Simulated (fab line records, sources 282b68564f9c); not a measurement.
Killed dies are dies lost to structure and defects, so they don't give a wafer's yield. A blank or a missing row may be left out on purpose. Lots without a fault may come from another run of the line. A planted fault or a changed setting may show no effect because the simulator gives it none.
fab line records | flow rit_cmos
record lots=5 wafers=15 last_day=7
route steps=202 shown GATE@89 REOX@98 NLDD@103 PLDD@114 SPACER@125 SDANNEAL@155 M1@202
lots that met no fault: from a run of the same line without faults
start_h: hours from the record's first day to the start of the lot's first wafer shown | wait_h: hours since the lot's step before | " the same as in the row above | L1.1+2: a row that stands for several wafers | - no value, or no start given | * or withheld: withheld | < > ~ a bound
route shown NAME@n: a module of which the file shows steps, and the number in the route of the first | usual: mean/standard deviation of fault-free wafers | same: alike in all rows | chamber/n: place in a boat | sites: the reading at each site | _std_site: their standard deviation | _edge_site: outer sites' mean less inner sites' | radius_mm: how far each site lies from the wafer's centre | mask NAME#n: copy n | behind: the tool/chamber that last shaped the wafer | hold: why the lot was held/for how many hours/how that ended | device: the transistor (n, p or np) that didn't switch | end of line: the same wafers' tests at the end of the route | a step without rows: its recipe alone | killed: dies lost to structure and defects at the first sort, not the wafer's yield | map: a wafer's dies, x killed, . not, _ none there
set.NAME: the setting as run; set.NAME@STEP: as run at that earlier step | model.NAME: the simulator's own value behind a step, which no gauge read
lots at some steps of the route; a table a step, a row a wafer
services: from which hour (start_h, from the record's first day; less than 0 if before it) a tool's chamber was out of use, for how many hours, and why
## steps
# step RIT_GATE_EXPOSE_13
# recipe mask_id=M6 na=0.6 source_shape=conventional sigma_outer=0.6 target_cd_nm=150 dose_mj=374.9
# step RIT_GATE_PEB_14
# recipe resist=NOVOLAK temp_c=withheld time_s=withheld
# step RIT_GATE_DEVELOP_15
# recipe resist=NOVOLAK develop_time_s=50 dev_temp_c=23
# step RIT_GATE_HARDBAKE_18
# recipe resist=NOVOLAK temp_c=140 time_s=60
# step RIT_GATE_ETCH_19
# recipe chemistry=SF6/CHF3/O2 time_s=165 SF6_flow_sccm=30 CHF3_flow_sccm=30 O2_flow_sccm=5 target=poly-Si pressure_mtorr=40 rf_w=160 target_depth_a=3125 over_etch_frac=0.25 stop_on=SiO2
# step RIT_GATE_STRIP_20
# recipe chemistry=O2 time_s=180 resist=NOVOLAK platen_temp_c=withheld power_w=500 pressure_mtorr=4000 o2_flow_sccm=4000
# step RIT_REOX_CLEAN_00
# recipe chemistry=SC1 mix=3:3:50 time_s=600 temp_c=75
# step RIT_REOX_CLEAN_01
# recipe chemistry=dHF dilution=50:1 time_s=30
# step RIT_REOX_CLEAN_02
# recipe chemistry=SC2 mix=3:3:50 time_s=600 temp_c=75 dry=n2_spin
# step RIT_REOX_OXIDATION_03
# recipe temp_c=900 ambient=O2 target_thk_a=252 ox_time_s=5580
# usual spike_tc_centre_C=902.4/1.4 spike_tc_load_C=926.9/2 spike_tc_source_C=928.4/1.6 tube_center_temp_C=900/0.076 tube_center_temp_C_max=902.4/0.41 zone_power_centre_pct=46.3/2.4 zone_power_load_pct=25.2/1.2 zone_power_source_pct=26.7/1.3
# columns lot.wafer tool chamber start_h wait_h spike_tc_centre_C spike_tc_load_C spike_tc_source_C tube_center_temp_C tube_center_temp_C_max zone_power_centre_pct zone_power_load_pct zone_power_source_pct model.SiO2_of_REOX_OXIDATION_03.thk_nm model.poly-Si_of_GATE_CVD_08.thk_nm
L418.1 furnace-03 0 52.18 0.1 812.2 830.9 835.8 809.77 812.8 39.1 18.8 20.6 9.151 246.1
L418.2 " 0 " " 813.1 832.6 835.4 809.77 812.1 39.3 18.6 21.0 9.153 246.3
L418.5 " 0 " " 813.1 830.6 835.7 809.78 811.6 39.3 18.5 20.5 9.368 247.2
L419.1 furnace-03 0 56.06 0.0 812.0 835.6 836.1 809.66 812.2 39.0 18.9 20.9 9.463 244.9
L419.5 " 0 " " 812.1 832.7 833.6 809.63 812.6 39.2 18.6 20.9 9.46 243.4
L419.6 " 0 " " 811.9 832.1 836.9 809.67 812.1 39.6 18.7 20.9 9.406 242
L423.2 furnace-03 0 74.68 0.7 815.8 833.5 834.8 809.73 812.5 39.2 18.7 20.6 8.54 251.1
L423.4 " 0 " " 812.3 835.8 835.2 809.83 812.0 39.3 18.8 20.9 8.986 249.4
L423.6 " 0 " " 814.6 834.4 835.2 809.69 812.0 38.9 19.0 20.6 8.487 250.8
L429.1 furnace-04 0 103.28 0.0 902.0 926.6 929.8 899.99 902.1 49.8 25.0 28.0 25.35 237.6
L429.3 " 0 " " 902.0 926.5 930.4 900.13 902.7 48.7 25.3 28.1 24.81 236.1
L429.6 " 0 " " 899.9 927.0 930.4 900.04 902.8 49.2 25.6 28.1 25.28 238
L437.4 furnace-03 0 143.82 0.0 902.1 926.4 927.1 899.98 901.8 44.7 23.5 26.2 25 239.4
L437.5 " 0 " " 902.4 925.1 928.5 900.06 902.0 43.7 23.4 26.0 25.13 238.1
L437.6 " 0 " " 902.2 924.8 926.2 899.91 903.1 44.7 23.8 25.8 25.33 237.9
# step RIT_REOX_THK_MEAS_04
# recipe reads=SiO2_of_REOX_OXIDATION_03
# usual REOX_OXIDE_THK=25.5/0.48
# columns lot.wafer tool chamber start_h wait_h REOX_OXIDE_THK[nm]
L418.1 film_metro-03 - 54.73 0.0 9.2
L418.2 " - " " 9.2
L418.5 " - " " 9.3
L419.1 film_metro-01 - 58.61 0.0 9.5
L419.5 " - " " 9.4
L419.6 " - " " 9.4
L423.2 film_metro-03 - 77.24 0.0 8.5
L423.4 " - " " 8.9
L423.6 " - " " 8.5
L429.1 film_metro-03 - 105.83 0.0 25.3
L429.3 " - " " 24.9
L429.6 " - " " 25.3
L437.4 film_metro-04 - 146.40 0.0 25.0
L437.5 " - " " 25.1
L437.6 " - " " 25.4
# step RIT_NLDD_HMDS_00
# recipe prime_time_s=60 prime_temp_c=140
# step RIT_NLDD_COAT_01
# recipe resist=NOVOLAK spin_rpm=3250 resist_thk_nm=1000
# step RIT_NLDD_SOFTBAKE_02
# recipe resist=NOVOLAK temp_c=90 time_s=60
# step RIT_NLDD_EXPOSE_03
# recipe mask_id=M7 na=0.57 target_cd_nm=40700 dose_mj=250
# step RIT_NLDD_PEB_04
# recipe resist=NOVOLAK temp_c=withheld time_s=withheld
# step RIT_NLDD_DEVELOP_05
# recipe resist=NOVOLAK develop_time_s=50 dev_temp_c=23
# step RIT_NLDD_HARDBAKE_07
# recipe resist=NOVOLAK temp_c=140 time_s=60
# step RIT_NLDD_IMPLANT_08
# recipe species=P energy_kev=19.79 dose_cm2=5e+14 tilt_deg=7
# step RIT_NLDD_STRIP_09
# recipe chemistry=O2 time_s=180 resist=NOVOLAK platen_temp_c=withheld power_w=500 pressure_mtorr=4000 o2_flow_sccm=4000
# step RIT_PLDD_HMDS_00
# recipe prime_time_s=60 prime_temp_c=140
# step RIT_PLDD_COAT_01
# recipe resist=NOVOLAK spin_rpm=3250 resist_thk_nm=1000
# step RIT_PLDD_SOFTBAKE_02
# recipe resist=NOVOLAK temp_c=90 time_s=60
# step RIT_PLDD_EXPOSE_03
# recipe mask_id=M8 na=0.57 target_cd_nm=40900 dose_mj=250
# step RIT_PLDD_PEB_04
# recipe resist=NOVOLAK temp_c=withheld time_s=withheld
# step RIT_PLDD_DEVELOP_05
# recipe resist=NOVOLAK develop_time_s=50 dev_temp_c=23
# step RIT_PLDD_HARDBAKE_07
# recipe resist=NOVOLAK temp_c=140 time_s=60
# step RIT_PLDD_IMPLANT_08
# recipe species=BF2 energy_kev=20 dose_cm2=9e+14 tilt_deg=7
# step RIT_PLDD_STRIP_09
# recipe chemistry=O2 time_s=180 resist=NOVOLAK platen_temp_c=withheld power_w=500 pressure_mtorr=4000 o2_flow_sccm=4000
# step RIT_SPACER_CLEAN_00
# recipe chemistry=SC1 mix=3:3:50 time_s=600 temp_c=75
# columns lot.wafer tool chamber start_h wait_h model.SiO2_of_REOX_OXIDATION_03.thk_nm
L418.1 wet_bench-02 0 57.83 0.1 8.444
L418.2 " 0 " " 8.449
L418.5 " 0 " " 8.644
L419.1 wet_bench-03 3 61.64 0.1 8.736
L419.5 " 3 " " 8.74
L419.6 " 3 " " 8.689
L423.2 wet_bench-03 2 80.26 0.0 7.876
L423.4 " 2 " " 8.289
L423.6 " 2 " " 7.827
L429.1 wet_bench-03 3 108.86 0.1 23.42
L429.3 " 3 " " 22.92
L429.6 " 3 " " 23.34
L437.4 wet_bench-03 3 149.27 0.0 23.06
L437.5 " 3 " " 23.18
L437.6 " 3 " " 23.37
# step RIT_SPACER_CLEAN_01
# recipe chemistry=dHF dilution=50:1 time_s=30
# step RIT_SPACER_CLEAN_02
# recipe chemistry=SC2 mix=3:3:50 time_s=600 temp_c=75 dry=n2_spin
# step RIT_SPACER_CVD_03
# recipe material=Si3N4 target_thk_nm=250 temp_c=810 precursor=SiH2Cl2/NH3 time_s=3226 pressure_mtorr=300 sih2cl2_flow_sccm=60 nh3_flow_sccm=150
# step RIT_SPACER_ETCHBACK_05
# recipe target_depth_a=2500 SF6_flow_sccm=30 CHF3_flow_sccm=30 target=Si3N4 chemistry=SF6/CHF3 pressure_mtorr=40 rf_w=250 time_s=240 stop_on=SiO2
# step RIT_SDANNEAL_CLEAN_02
# recipe chemistry=SC2 mix=3:3:50 time_s=600 temp_c=75 dry=n2_spin
# columns lot.wafer tool chamber start_h wait_h model.poly-Si_of_GATE_CVD_08.thk_nm
L418.1 wet_bench-03 1 63.83 0.0 177.9
L418.2 " 1 " " 176.7
L418.5 " 1 " " 179.2
L419.1 wet_bench-03 2 67.38 0.0 175.4
L419.5 " 2 " " 174.1
L419.6 " 2 " " 172.9
L423.2 wet_bench-03 3 85.83 0.0 183.5
L423.4 " 3 " " 180
L423.6 " 3 " " 181.2
L429.1 wet_bench-02 0 115.41 0.0 169.6
L429.3 " 0 " " 166.8
L429.6 " 0 " " 168.2
L437.4 wet_bench-02 2 155.08 0.0 171.9
L437.5 " 2 " " 170.8
L437.6 " 2 " " 169.8
# step RIT_M1_PROBE_99
# usual killed_at_front_end=6.3/2.9 killed_dies=6.4/2.9 killed_open=3.3/2.1 killed_short=3.1/1.7
# same gross_dies=264 killed_at_M0_to_M3=0 killed_at_M4_up=0 killed_at_back_side=0 killed_at_contacts=0 killed_at_other=0
# columns lot.wafer tool chamber start_h wait_h killed_at_front_end killed_dies killed_open killed_short model.etest.pmos_turned.r_on_ohm_um model.etest.pmos_0p3.r_on_ohm_um model.etest.pmos_0p15.r_on_ohm_um model.etest.pldd.rs_ohm_sq model.etest.nldd.rs_ohm_sq model.etest.nmos_0p15.r_on_ohm_um model.etest.nmos_0p3.r_on_ohm_um model.etest.nmos_turned.drive_ua_um
L418.1 prober-01 - 71.68 0.1 10 10 5 5 2407 5493 2028 213.2 217.7 964.3 2026 437.2
L418.2 prober-01 - 71.73 0.1 6 6 2 4 2470 5448 2086 213.9 217.4 1011 2039 431.4
L418.5 prober-01 - 71.88 0.2 6 6 2 4 2369 5382 1997 213.2 216.8 944.5 2005 442.6
L419.1 prober-02 - 75.23 0.1 2 2 1 1 2350 5360 2009 216.7 217.7 972.9 1992 454
L419.5 prober-02 - 75.43 0.2 3 3 1 2 2352 5467 1969 216.1 219.1 965.9 2020 456.8
L419.6 prober-02 - 75.48 0.2 13 13 7 6 2415 5506 2055 214.2 218 987.9 2036 440.2
L423.2 prober-02 - 93.65 0.1 8 8 5 3 2360 5378 1986 210.6 209.6 930 2011 438.7
L423.4 prober-02 - 93.75 0.2 10 10 6 4 2342 5397 1972 213.9 211.9 944.2 2027 446.1
L423.6 prober-02 - 93.85 0.2 3 3 3 0 2400 5422 2033 210.1 210 964.8 2051 430.4
L429.1 prober-01 - 123.67 0.1 8 8 3 5 3402 6227 2738 497.9 373.4 1078 2094 332.6
L429.3 prober-01 - 123.77 0.2 4 4 2 2 3313 6182 2688 470.7 359.9 1092 2100 348.4
L429.6 prober-01 - 123.92 0.2 7 7 2 5 3416 6265 2717 495.4 369.8 1107 2131 336.6
L437.4 prober-01 - 163.82 0.2 10 10 7 3 3557 6310 2837 507.3 381.6 1136 2173 303.9
L437.5 prober-01 - 163.87 0.2 7 7 2 5 3488 6354 2803 512 387.5 1113 2176 306
L437.6 prober-01 - 163.92 0.2 3 3 2 1 3534 6320 2822 520.1 389.7 1144 2186 302.7
# killed by level:class
L418.1 GATE:geometric_particle:open=3 GATE:geometric_particle:short=2 SPACER:geometric_particle:short=2 REOX:geometric_particle:open=1 REOX:geometric_particle:short=1 SPACER:geometric_particle:open=1
L418.2 GATE:geometric_particle:open=2 GATE:geometric_particle:short=2 SPACER:geometric_particle:short=1 SILICIDE:geometric_particle:short=1
L418.5 GATE:geometric_particle:short=4 SPACER:geometric_particle:open=2
L419.1 FOX1:geometric_particle:short=1 FOX1:geometric_particle:open=1
L419.5 FOX1:geometric_particle:open=1 FOX1:geometric_particle:short=1 GATE:geometric_particle:short=1
L419.6 SILICIDE:geometric_particle:short=5 REOX:geometric_particle:open=4 GATE:geometric_particle:open=2 REOX:geometric_particle:short=1 SILICIDE:geometric_particle:open=1
L423.2 GATE:geometric_particle:short=2 SPACER:geometric_particle:open=2 SILICIDE:geometric_particle:open=2 FOX2:geometric_particle:open=1 REOX:geometric_particle:short=1
L423.4 GATE:geometric_particle:short=3 GATE:geometric_particle:open=3 FOX1:geometric_particle:open=1 SPACER:geometric_particle:open=1 SILICIDE:geometric_particle:short=1 SILICIDE:geometric_particle:open=1
L423.6 SPACER:geometric_particle:open=2 GATE:geometric_particle:open=1
L429.1 GATE:geometric_particle:short=2 GATE:geometric_particle:open=1 REOX:geometric_particle:short=1 REOX:geometric_particle:open=1 SPACER:geometric_particle:short=1 SILICIDE:geometric_particle:open=1 SILICIDE:geometric_particle:short=1
L429.3 FOX2:geometric_particle:open=1 GATE:geometric_particle:short=1 REOX:geometric_particle:open=1 REOX:geometric_particle:short=1
L429.6 FOX1:geometric_particle:open=2 GATE:geometric_particle:short=2 FOX1:geometric_particle:short=1 REOX:geometric_particle:short=1 SPACER:geometric_particle:short=1
L437.4 GATE:geometric_particle:open=2 SILICIDE:geometric_particle:open=2 FOX1:geometric_particle:open=1 FOX2:geometric_particle:short=1 FOX2:geometric_particle:open=1 GATE:geometric_particle:short=1 REOX:geometric_particle:open=1 SILICIDE:geometric_particle:short=1
L437.5 SILICIDE:geometric_particle:short=3 FOX1:geometric_particle:short=1 GATE:geometric_particle:open=1 GATE:geometric_particle:short=1 SILICIDE:geometric_particle:open=1
L437.6 FOX1:geometric_particle:open=1 GATE:geometric_particle:short=1 REOX:geometric_particle:open=1
## services
# columns tool chamber start_h hours kind
furnace-03 - 132.14 3.3 pm
## key
first_sign step=RIT_REOX_OXIDATION_03 reading=tube_center_temp_C direction=down sigmas=99+ usual=* struck=*
effect step=RIT_REOX_OXIDATION_03 reading=tube_center_temp_C_max direction=down sigmas=99+ usual=* struck=*
effect step=RIT_REOX_THK_MEAS_04 reading=REOX_OXIDE_THK direction=down sigmas=34 usual=25.5 struck=9.1
model_effect step=RIT_REOX_OXIDATION_03 value=SiO2_of_REOX_OXIDATION_03.thk_nm without=25.41 struck=9.113
model_effect step=RIT_SPACER_CLEAN_00 value=SiO2_of_REOX_OXIDATION_03.thk_nm without=23.45 struck=8.41
model_effect step=RIT_SDANNEAL_CLEAN_02 value=poly-Si_of_GATE_CVD_08.thk_nm without=169.8 struck=177.9
model_effect step=RIT_M1_PROBE_99 value=etest.pmos_turned.r_on_ohm_um without=3534 struck=2385
met_at RIT_REOX_OXIDATION_03
struck_wafers L418.1,L418.2,L418.5,L419.1,L419.5,L419.6,L423.2,L423.4,L423.6
tester_left_out L418,L419,L423
fault kind=process_parameter_drift tool=furnace-03 chamber=- onset_h=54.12 steps=RIT_REOX_OXIDATION_03 channel=temp_c offset=* shape=step end_h=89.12 acts_in=* stated=*
# tester_left_out: of these lots the tester's yield and bins aren't shown, on N5 and GAA mostly nor the transistor test; their killed dies are dies lost to structure and defects alone, not to doping, threshold or leakage, so they don't give the yield
